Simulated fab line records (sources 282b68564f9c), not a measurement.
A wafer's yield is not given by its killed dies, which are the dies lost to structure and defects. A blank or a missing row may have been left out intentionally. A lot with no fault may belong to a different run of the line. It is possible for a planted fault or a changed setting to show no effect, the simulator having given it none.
Split-lot trial :: flow ritCmos :: 23 wafers read from 5 lots, route of 202 steps

## THE SPLIT
At RIT_NRETRO_COAT_01 (resist thk 1300 nm), the setting resistThkNm was moved away from the recipe's 1300 nm on 8 of the 23 wafers read, by +2.8% to +5.0%. For the rest of the wafers, this setting stayed at what the recipe calls for.

## FROM THE SPLIT TO THE READING: what the file shows between them, 3 steps
- RIT_NRETRO_SOFTBAKE_02: time 60 s
- RIT_NRETRO_EXPOSE_03: exposes mask M4, target cd 43900 nm
- RIT_NRETRO_DEVELOP_05: develop time 68 s

## THE READING
NOVOLAK_of_NRETRO_COAT_01.thkNm (the simulator's own value, which no gauge read), in nm, at RIT_NRETRO_HARDBAKE_07 (time 120 s). There is no usual value for it anywhere in the file. Average 1134 nm, standard deviation 1.5 nm, over the 15 wafers here run with the recipe.

wafer: L075.2
tool, chamber at the split: lithoTrack-01, 0
resistThkNm as run, nm: 1300
against the recipe: recipe
NOVOLAK_of_NRETRO_COAT_01.thkNm, nm: 1132
against lot-mates on the recipe: -

wafer: L075.3
tool, chamber at the split: lithoTrack-01, 0
resistThkNm as run, nm: 1300
against the recipe: recipe
NOVOLAK_of_NRETRO_COAT_01.thkNm, nm: 1133
against lot-mates on the recipe: -

wafer: L075.4
tool, chamber at the split: lithoTrack-01, 0
resistThkNm as run, nm: 1300
against the recipe: recipe
NOVOLAK_of_NRETRO_COAT_01.thkNm, nm: 1136
against lot-mates on the recipe: -

wafer: L075.5
tool, chamber at the split: lithoTrack-01, 0
resistThkNm as run, nm: 1300
against the recipe: recipe
NOVOLAK_of_NRETRO_COAT_01.thkNm, nm: 1135
against lot-mates on the recipe: -

wafer: L075.6
tool, chamber at the split: lithoTrack-01, 0
resistThkNm as run, nm: 1300
against the recipe: recipe
NOVOLAK_of_NRETRO_COAT_01.thkNm, nm: 1134
against lot-mates on the recipe: -

wafer: L080.1
tool, chamber at the split: lithoTrack-01, 0
resistThkNm as run, nm: 1300
against the recipe: recipe
NOVOLAK_of_NRETRO_COAT_01.thkNm, nm: 1136
against lot-mates on the recipe: -

wafer: L080.5
tool, chamber at the split: lithoTrack-01, 0
resistThkNm as run, nm: 1300
against the recipe: recipe
NOVOLAK_of_NRETRO_COAT_01.thkNm, nm: 1131
against lot-mates on the recipe: -

wafer: L080.6
tool, chamber at the split: lithoTrack-01, 0
resistThkNm as run, nm: 1300
against the recipe: recipe
NOVOLAK_of_NRETRO_COAT_01.thkNm, nm: 1135
against lot-mates on the recipe: -

wafer: L081.1
tool, chamber at the split: lithoTrack-01, 0
resistThkNm as run, nm: 1365
against the recipe: +5.0%
NOVOLAK_of_NRETRO_COAT_01.thkNm, nm: 1189
against lot-mates on the recipe: +56

wafer: L081.2
tool, chamber at the split: lithoTrack-01, 0
resistThkNm as run, nm: 1300
against the recipe: recipe
NOVOLAK_of_NRETRO_COAT_01.thkNm, nm: 1132
against lot-mates on the recipe: -

wafer: L081.3
tool, chamber at the split: lithoTrack-01, 0
resistThkNm as run, nm: 1300
against the recipe: recipe
NOVOLAK_of_NRETRO_COAT_01.thkNm, nm: 1133
against lot-mates on the recipe: -

wafer: L081.4
tool, chamber at the split: lithoTrack-01, 0
resistThkNm as run, nm: 1365
against the recipe: +5.0%
NOVOLAK_of_NRETRO_COAT_01.thkNm, nm: 1187
against lot-mates on the recipe: +54

wafer: L081.5
tool, chamber at the split: lithoTrack-01, 0
resistThkNm as run, nm: 1365
against the recipe: +5.0%
NOVOLAK_of_NRETRO_COAT_01.thkNm, nm: 1190
against lot-mates on the recipe: +58

wafer: L082.1
tool, chamber at the split: lithoTrack-01, 0
resistThkNm as run, nm: 1300
against the recipe: recipe
NOVOLAK_of_NRETRO_COAT_01.thkNm, nm: 1135
against lot-mates on the recipe: -

wafer: L082.2
tool, chamber at the split: lithoTrack-01, 0
resistThkNm as run, nm: 1353
against the recipe: +4.1%
NOVOLAK_of_NRETRO_COAT_01.thkNm, nm: 1183
against lot-mates on the recipe: +49

wafer: L082.3
tool, chamber at the split: lithoTrack-01, 0
resistThkNm as run, nm: 1300
against the recipe: recipe
NOVOLAK_of_NRETRO_COAT_01.thkNm, nm: 1133
against lot-mates on the recipe: -

wafer: L082.5
tool, chamber at the split: lithoTrack-01, 0
resistThkNm as run, nm: 1353
against the recipe: +4.1%
NOVOLAK_of_NRETRO_COAT_01.thkNm, nm: 1180
against lot-mates on the recipe: +46

wafer: L082.6
tool, chamber at the split: lithoTrack-01, 0
resistThkNm as run, nm: 1353
against the recipe: +4.1%
NOVOLAK_of_NRETRO_COAT_01.thkNm, nm: 1182
against lot-mates on the recipe: +48

wafer: L085.1
tool, chamber at the split: lithoTrack-02, 0
resistThkNm as run, nm: 1336
against the recipe: +2.8%
NOVOLAK_of_NRETRO_COAT_01.thkNm, nm: 1167
against lot-mates on the recipe: +32

wafer: L085.2
tool, chamber at the split: lithoTrack-02, 0
resistThkNm as run, nm: 1300
against the recipe: recipe
NOVOLAK_of_NRETRO_COAT_01.thkNm, nm: 1134
against lot-mates on the recipe: -

wafer: L085.6
tool, chamber at the split: lithoTrack-02, 0
resistThkNm as run, nm: 1300
against the recipe: recipe
NOVOLAK_of_NRETRO_COAT_01.thkNm, nm: 1134
against lot-mates on the recipe: -

wafer: L085.3
tool, chamber at the split: lithoTrack-02, 0
resistThkNm as run, nm: 1336
against the recipe: +2.8%
NOVOLAK_of_NRETRO_COAT_01.thkNm, nm: 1164
against lot-mates on the recipe: +29

wafer: L085.4
tool, chamber at the split: lithoTrack-02, 0
resistThkNm as run, nm: 1300
against the recipe: recipe
NOVOLAK_of_NRETRO_COAT_01.thkNm, nm: 1136
against lot-mates on the recipe: -

FIT RESULTS
A straight line over all 23 wafers: NOVOLAK_of_NRETRO_COAT_01.thkNm changes by +11.2 nm for each +1% of resistThkNm; r = +1.00; the points scatter about the line by 1.8 nm.
The same after taking each lot's own level away (the mean of its wafers on the recipe; 23 wafers): +11.4 nm for each +1%; r = +1.00; scatter 1.5 nm.
Per that fit: largest resistThkNm move, reading shift of 57 nm.
Measured against the standard deviation above, the lots' own levels, which go from 1132.5 to 1134.7 nm, span 1.4 times it.
So the lot-to-lot level changes the slope little: the two slopes agree.
Check: with one of the wafers moved furthest among these (+5.0%) left out of the fit, the line predicts +57 nm for it against its lot-mates. Against them it came out at +56.5 nm.

## ADDITIONAL SPLITS CARRIED BY THESE WAFERS
Before the reading, these wafers also passed through other splits. Each is held against what the fit with the lots' levels taken away leaves over:
other split on the same wafers: RIT_ACTIVE_OXIDATION_01 oxTimeS
wafers away from the commonest value: 10
r with NOVOLAK_of_NRETRO_COAT_01.thkNm (lot level and that fit taken away): +0.25

other split on the same wafers: RIT_NWELL_IMPLANT_08 doseCm2
wafers away from the commonest value: 7
r with NOVOLAK_of_NRETRO_COAT_01.thkNm (lot level and that fit taken away): -0.24

other split on the same wafers: RIT_PWELL_HARDBAKE_07 tempC
wafers away from the commonest value: 9
r with NOVOLAK_of_NRETRO_COAT_01.thkNm (lot level and that fit taken away): -0.36

## THE WHOLE CHAIN: every reading that the file lists as answering this split, in the file's order
step: RIT_NRETRO_COAT_01
what it does: resist thk 1300 nm
reading: NOVOLAK_of_NRETRO_COAT_01.thkNm (the simulator's own value, which no gauge read)
change (the file's fit): +13.2 nm for each +1% of the setting
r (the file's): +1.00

step: RIT_NRETRO_HARDBAKE_07
what it does: time 120 s
reading: NOVOLAK_of_NRETRO_COAT_01.thkNm (the simulator's own value, which no gauge read)
change (the file's fit): +11.4 nm for each +1% of the setting
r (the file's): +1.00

## THE FILE'S OWN FIT
NOVOLAK_of_NRETRO_COAT_01.thkNm changes by +11.4 nm for each +1% of resistThkNm, r = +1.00.
